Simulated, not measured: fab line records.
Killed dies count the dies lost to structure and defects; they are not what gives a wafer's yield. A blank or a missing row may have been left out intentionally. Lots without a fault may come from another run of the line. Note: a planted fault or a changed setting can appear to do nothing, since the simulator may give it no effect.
2 desks, one fault || flow rit-cmos || numbers are kept per desk, each desk with only its own; the story behind them comes last

## THE METROLOGY DESK
Lot by lot, what the gauges showed, no matter which tool ran the lot: averages of those sampled wafers that carry a number. Any lot whose mean is over 4 standard deviations away from the usual mean is out of limits and marked OUT; that distance is given in the brackets.
Columns: A = FIELD_OXIDE_LEFT_2_THK at RIT_FOX2_THK_MEAS_91, usual 255 nm; B = NLDD_TW at RIT_NLDD_TW_MEAS_10, usual 2492; C = cd-nm at RIT_M1_CD_MEAS_90, usual 2599 nm
{"lot": "L265", "first seen here": "day 2 11:19", "A": 257, "B": 2493, "C": 2596}
{"lot": "L267", "first seen here": "day 2 19:34", "A": 272, "B": 2483, "C": 2594}
{"lot": "L269", "first seen here": "day 3 05:32", "A": 246, "B": 2482, "C": 2597}
{"lot": "L271", "first seen here": "day 3 14:05", "A": 258, "B": 2495, "C": 2593}
{"lot": "L272", "first seen here": "day 3 22:55", "A": 249, "B": 2504, "C": 2604}
{"lot": "L274", "first seen here": "day 4 09:04", "A": 247, "B": 2490, "C": 2600}
{"lot": "L275", "first seen here": "day 4 11:46", "A": 243, "B": 2497, "C": 2603}
{"lot": "L277", "first seen here": "day 4 23:06", "A": 274, "B": 2496, "C": 2603}
{"lot": "L282", "first seen here": "day 6 02:59", "A": 248, "B": 2498, "C": 2596}
{"lot": "L284", "first seen here": "day 6 10:38", "A": 251, "B": 2502, "C": 2599}
{"lot": "L286", "first seen here": "day 6 20:39", "A": 268, "B": 2476, "C": 2602}
{"lot": "L287", "first seen here": "day 7 00:31", "A": 237, "B": 2480, "C": 2596}
{"lot": "L288", "first seen here": "day 7 05:43", "A": 248, "B": 2492, "C": 2599}
This desk's finding: nothing out of limits on any of the 13 lots.

## AT THE TOOL OWNER'S DESK: wet-bench-03
The tool's own readings at RIT_CONTACT_CLEAN_13 (cleans in SC1, time 571.1 s): means of the sampled wafers that have a number, for each lot that ran on this tool. Any lot whose mean is over 4 standard deviations away from the usual mean is out of limits and marked OUT; that distance is given in the brackets.
Columns: A = bath-guard-temp-C at RIT_CONTACT_CLEAN_13, usual 75.1 C; B = temp-c at RIT_CONTACT_CLEAN_13, usual 74.99 C
{"lot": "L265", "first seen here": "day 3 08:43", "A": 76.2, "B": 74.96}
{"lot": "L271", "first seen here": "day 4 14:24", "A": 75.7, "B": 75.10}
{"lot": "L275", "first seen here": "day 5 12:59", "A": 74.3, "B": 74.88}
{"lot": "L277", "first seen here": "day 5 20:38", "A": 75.7, "B": 74.99}
{"lot": "L282", "first seen here": "day 7 02:35", "A": "69.0 (-8.6) OUT", "B": "69.63 (-49) OUT"}
{"lot": "L287", "first seen here": "day 7 21:19", "A": 76.3, "B": 74.83}
This desk's verdict: out of limits on L282, starting with L282 at day 7 02:35 (bath-guard-temp-C at RIT_CONTACT_CLEAN_13). L265, L271, L275, L277, L287: within limits.

## TAKEN TOGETHER
An alarm could have come from the tool owner's desk at day 7 02:35, on L282.
Nothing out of limits was seen by the metrology desk.
The metrology desk holds a record of L282, inside its limits.
Every lot named ran RIT_CONTACT_CLEAN_13 on wet-bench-03.

## WHAT HAD BEEN PUT IN BY THE SIMULATOR
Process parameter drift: wet-bench-03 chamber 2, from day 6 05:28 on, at RIT_CONTACT_CLEAN_13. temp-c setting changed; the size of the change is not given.
Lots struck among those shown: L282.
Hours from the fault's start to each desk's first reading out of limits: the tool owner's desk, 21.
